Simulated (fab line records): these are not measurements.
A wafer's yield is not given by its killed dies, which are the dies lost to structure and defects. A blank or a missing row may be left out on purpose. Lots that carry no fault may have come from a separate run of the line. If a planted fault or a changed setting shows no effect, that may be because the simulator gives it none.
A single fault, viewed from 2 desks	flow rit_cmos	each desk holds nothing but its own numbers, with what lay behind them at the end

## THE METROLOGY DESK
Lot by lot, what the gauges showed, no matter which tool ran the lot: averages of those sampled wafers that carry a number. The brackets show how far a lot's mean lies from the usual mean; more than 4 standard deviations puts the lot out of limits, marked OUT.
Columns: A = NLDD_TW at RIT_NLDD_TW_MEAS_10, usual 2461; B = NLDD_RS at RIT_SDANNEAL_RS_MEAS_07, usual 151.7 ohm/sq
lot	first seen here	A	B
L224	day 2 17:25	2471	151.9
L226	day 3 04:46	2454	151.4
L227	day 3 09:30	2451	152.3
L228	day 3 15:28	2443	151.7
L229	day 3 19:17	2447	151.4
L230	day 3 23:09	2465	152.0
L231	day 4 05:40	2471	152.1
L232	day 4 10:41	2455	151.8
L234	day 4 20:01	2493	151.0
L238	day 5 17:02	1942 (-37) OUT	292.4 (+99 or more) OUT
L240	day 6 02:10	1956 (-36) OUT	288.7 (+99 or more) OUT
L245	day 7 06:37	2451	151.0
L246	day 7 09:13	2457	151.4
L247	day 7 15:42	2458	151.8
This desk's result: L238, L240 out of limits, first on L238 (NLDD_TW at RIT_NLDD_TW_MEAS_10), day 5 17:02. L224, L226, L227, L228, L229, L230, L231, L232, L234, L245, L246, L247: within limits.

## THE TOOL OWNER'S DESK: implanter-04
The tool's own readings at RIT_NLDD_IMPLANT_08: means of the sampled wafers that have a number, for each lot that ran on this tool. The brackets show how far a lot's mean lies from the usual mean; more than 4 standard deviations puts the lot out of limits, marked OUT.
Columns: A = dose_ions_cm2 at RIT_NLDD_IMPLANT_08, usual 5e+14; B = faraday_current_uA at RIT_NLDD_IMPLANT_08, usual 1572; C = tilt_deg at RIT_NLDD_IMPLANT_08, usual 6.998 degrees
lot	first seen here	A	B	C
L227	day 3 09:11	5e+14	1523	6.985
L229	day 3 18:59	5e+14	1576	7.012
L231	day 4 05:22	5e+14	1556	6.994
L234	day 4 19:43	5e+14	1559	6.978
L238	day 5 16:43	2e+14 (-99 or more) OUT	698 (-26) OUT	6.996
L240	day 6 01:52	2e+14 (-99 or more) OUT	681 (-27) OUT	7.008
This desk's finding: out of limits on L238, L240; first on L238, day 5 16:43 (dose_ions_cm2 at RIT_NLDD_IMPLANT_08). L227, L229, L231, L234: within limits.

## TAKEN TOGETHER
The tool owner's desk could have raised an alarm at day 5 16:43, on L238, L240.
L238, L240 would have let the metrology desk raise an alarm at day 5 17:02.
Every lot named ran RIT_NLDD_IMPLANT_08 on implanter-04.

## WHAT WAS PUT IN BY THE SIMULATOR
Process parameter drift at RIT_NLDD_IMPLANT_08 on implanter-04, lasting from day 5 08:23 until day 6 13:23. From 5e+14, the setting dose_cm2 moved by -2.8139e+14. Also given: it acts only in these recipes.
Shown lots that were struck: L238, L240.
Delay (hours) between the fault's onset and each desk's first out-of-limits reading: 8 at the tool owner's desk, 9 at the metrology desk.
